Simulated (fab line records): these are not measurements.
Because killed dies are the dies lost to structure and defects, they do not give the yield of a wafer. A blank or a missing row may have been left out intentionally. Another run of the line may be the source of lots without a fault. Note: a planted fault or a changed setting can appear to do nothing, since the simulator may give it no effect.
The tool behind it: which one? / flow rit_cmos / route of 202 steps, sampled at 1 step: 6 lots, 18 wafers

== WHAT EACH GAUGE READ, for each wafer ==
RIT_GATE_THK_MEAS_07.
lot=L921; measured=day 2 15:37; on=film_metro-01; GATE_OXIDE_THK (nm)=2.99 3.04 3.00
lot=L923; measured=day 3 03:03; on=film_metro-01; GATE_OXIDE_THK (nm)=2.95 2.93 3.01
lot=L925; measured=day 3 16:47; on=film_metro-04; GATE_OXIDE_THK (nm)=2.96 2.92 2.96
lot=L927; measured=day 4 02:24; on=film_metro-01; GATE_OXIDE_THK (nm)=3.03 3.04 3.05
lot=L937; measured=day 6 16:59; on=film_metro-02; GATE_OXIDE_THK (nm)=5.54 5.50 5.58 5.51 5.51 5.55
lot=L941; measured=day 7 09:07; on=film_metro-04; GATE_OXIDE_THK (nm)=2.97 2.87 2.97

== TOOL THAT RAN EACH LOT (tool first, then ch and the chambers of the sampled wafers, then the start) ==
There is no process step in the record ahead of these readings.

== THE ANSWER, worked out from the rows above alone ==
Rule: the usual values come from the lots themselves. Put in order of their means at a reading, lots are off if they are a third of the lots or fewer, leave a main group of 4 or more, and stand apart from it by a gap of 3 or more times the standard deviation of the main group's means; of several such gaps the widest counts. A main group whose means are all the same, to the digits that the tables above print for the reading, isn't used. A lot without any number at a reading at which 4 lots or more have one is off too. The other lots that the step has rows for count as sound.
Off: L937, seen at RIT_GATE_THK_MEAS_07 (GATE_OXIDE_THK). Main group: mean 2.98 nm, sd 0.039.
A tool fits if, at a process step before that reading, it ran every lot that is off, and no sound lot after the first of them. Gauges at RIT_GATE_THK_MEAS_07: tried the same way as those tools. One fits: RIT_GATE_THK_MEAS_07 on film_metro-02. It ran no sound lot before its first lot that is off in this sample, so the start can't be narrowed down.

== WHAT HAD BEEN PUT IN BY THE SIMULATOR ==
Metrology matching offset: film_metro-02, from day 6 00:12 on, at RIT_GATE_THK_MEAS_07. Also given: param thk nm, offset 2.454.
Struck lots among those shown: L937. The rule above found the same.
